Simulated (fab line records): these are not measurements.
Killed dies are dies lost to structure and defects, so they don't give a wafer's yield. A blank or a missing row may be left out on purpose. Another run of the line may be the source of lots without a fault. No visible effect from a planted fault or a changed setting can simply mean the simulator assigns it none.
Which of the tools did it? :: flow berkeley cmos170 :: 45 wafers from 15 lots sampled at 2 of the route's 331 steps

WHAT THE GAUGES READ, wafer by wafer
UCB170_NWELL_TW_MEAS_16. Usual: NWELL_TW gives 1245 (standard deviation 12).
lot: L270
measured: day 2 23:53
on: film metro-02
NWELL_TW: 1242 1244 1247
flag: 

lot: L269
measured: day 3 00:31
on: film metro-02
NWELL_TW: 1252 1242 1240
flag: 

lot: L271
measured: day 3 10:56
on: film metro-04
NWELL_TW: 1256 1262 1260
flag: 

lot: L272
measured: day 3 21:07
on: film metro-02
NWELL_TW: 1558 1558 1555
flag: OFF

lot: L273
measured: day 3 20:52
on: film metro-04
NWELL_TW: 1264 1261 1261
flag: 

lot: L275
measured: day 4 08:26
on: film metro-04
NWELL_TW: 1564 1580 1571
flag: OFF

lot: L277
measured: day 4 15:13
on: film metro-03
NWELL_TW: 1232 1230 1231
flag: 

lot: L280
measured: day 5 06:46
on: film metro-03
NWELL_TW: 1528 1535 1531
flag: OFF

lot: L282
measured: day 5 17:19
on: film metro-02
NWELL_TW: 1242 1250 1240
flag: 

lot: L283
measured: day 5 17:36
on: film metro-02
NWELL_TW: 1252 1243 1241
flag: 

lot: L284
measured: day 6 07:56
on: film metro-03
NWELL_TW: 1225 1227 1223
flag: 

lot: L285
measured: day 6 08:13
on: film metro-03
NWELL_TW: 1221 1220 1221
flag: 

lot: L287
measured: day 6 21:05
on: film metro-02
NWELL_TW: 1242 1250 1245
flag: 

lot: L288
measured: day 6 21:22
on: film metro-04
NWELL_TW: 1260 1252 1258
flag: 

lot: L290
measured: day 7 08:12
on: film metro-03
NWELL_TW: 1230 1229 1223
flag: 

WHICH TOOL RAN EACH LOT (tool, then ch and the chambers of the sampled wafers, then the start)
lot: L270
UCB170_NWELL_IMPLANT_14: implanter-02 ch 0, day 2 23:38

lot: L269
UCB170_NWELL_IMPLANT_14: implanter-03 ch 0, day 3 00:16

lot: L271
UCB170_NWELL_IMPLANT_14: implanter-04 ch 0, day 3 10:41

lot: L272
UCB170_NWELL_IMPLANT_14: implanter-04 ch 0, day 3 20:24

lot: L273
UCB170_NWELL_IMPLANT_14: implanter-03 ch 0, day 3 20:38

lot: L275
UCB170_NWELL_IMPLANT_14: implanter-02 ch 0, day 4 07:52

lot: L277
UCB170_NWELL_IMPLANT_14: implanter-04 ch 0, day 4 14:59

lot: L280
UCB170_NWELL_IMPLANT_14: implanter-02 ch 0, day 5 06:11

lot: L282
UCB170_NWELL_IMPLANT_14: implanter-04 ch 0, day 5 17:05

lot: L283
UCB170_NWELL_IMPLANT_14: implanter-02 ch 0, day 5 17:22

lot: L284
UCB170_NWELL_IMPLANT_14: implanter-03 ch 0, day 6 07:41

lot: L285
UCB170_NWELL_IMPLANT_14: implanter-02 ch 0, day 6 07:59

lot: L287
UCB170_NWELL_IMPLANT_14: implanter-02 ch 0, day 6 20:50

lot: L288
UCB170_NWELL_IMPLANT_14: implanter-04 ch 0, day 6 21:07

lot: L290
UCB170_NWELL_IMPLANT_14: implanter-02 ch 0, day 7 07:57
- UCB170_NWELL_IMPLANT_14

WHAT THE TOOLS THEMSELVES READ (means of the sampled wafers that have a number; where no wafer has one, the mark that the record gives instead)
UCB170_NWELL_IMPLANT_14. Usual: end station pressure torr at 5.03e-06 Torr, with a standard deviation of 2.7e-07.
lot: L270
tool: implanter-02
end station pressure torr (Torr): 4.84e-06
flag: 

lot: L269
tool: implanter-03
end station pressure torr (Torr): 5.10e-06
flag: 

lot: L271
tool: implanter-04
end station pressure torr (Torr): 4.91e-06
flag: 

lot: L272
tool: implanter-04
end station pressure torr (Torr): 5.12e-06
flag: 

lot: L273
tool: implanter-03
end station pressure torr (Torr): 5.18e-06
flag: 

lot: L275
tool: implanter-02
end station pressure torr (Torr): 4.86e-06
flag: 

lot: L277
tool: implanter-04
end station pressure torr (Torr): 4.99e-06
flag: 

lot: L280
tool: implanter-02
end station pressure torr (Torr): 4.93e-06
flag: 

lot: L282
tool: implanter-04
end station pressure torr (Torr): 5.30e-06
flag: 

lot: L283
tool: implanter-02
end station pressure torr (Torr): 4.89e-06
flag: 

lot: L284
tool: implanter-03
end station pressure torr (Torr): 5.01e-06
flag: 

lot: L285
tool: implanter-02
end station pressure torr (Torr): 5.19e-06
flag: 

lot: L287
tool: implanter-02
end station pressure torr (Torr): 4.79e-06
flag: 

lot: L288
tool: implanter-04
end station pressure torr (Torr): 4.84e-06
flag: 

lot: L290
tool: implanter-02
end station pressure torr (Torr): 4.98e-06
flag: 

THE ANSWER, worked out from the rows above alone
Rule: take the mean of a lot's wafers that have a number; if it is more than 3 standard deviations from the usual mean, the lot is off. Also off: a lot with no number at a reading for which 4 or more lots have one. The other lots that the step has rows for count as sound. After the gauges, taken in route order, come the tools' own readings; for these a lot's mean is taken, as printed above. At the first step where some lot is off, the reading lying furthest off is the one used; lots without a number count as furthest.
Off: L272, L275, L280, at UCB170_NWELL_TW_MEAS_16 (NWELL_TW).
A tool fits if, at a process step before that reading, it ran every lot that is off, and no sound lot after the first of them. Gauges at UCB170_NWELL_TW_MEAS_16: tried the same way as those tools. Of those tried, none fits.

WHAT HAD BEEN PUT IN BY THE SIMULATOR
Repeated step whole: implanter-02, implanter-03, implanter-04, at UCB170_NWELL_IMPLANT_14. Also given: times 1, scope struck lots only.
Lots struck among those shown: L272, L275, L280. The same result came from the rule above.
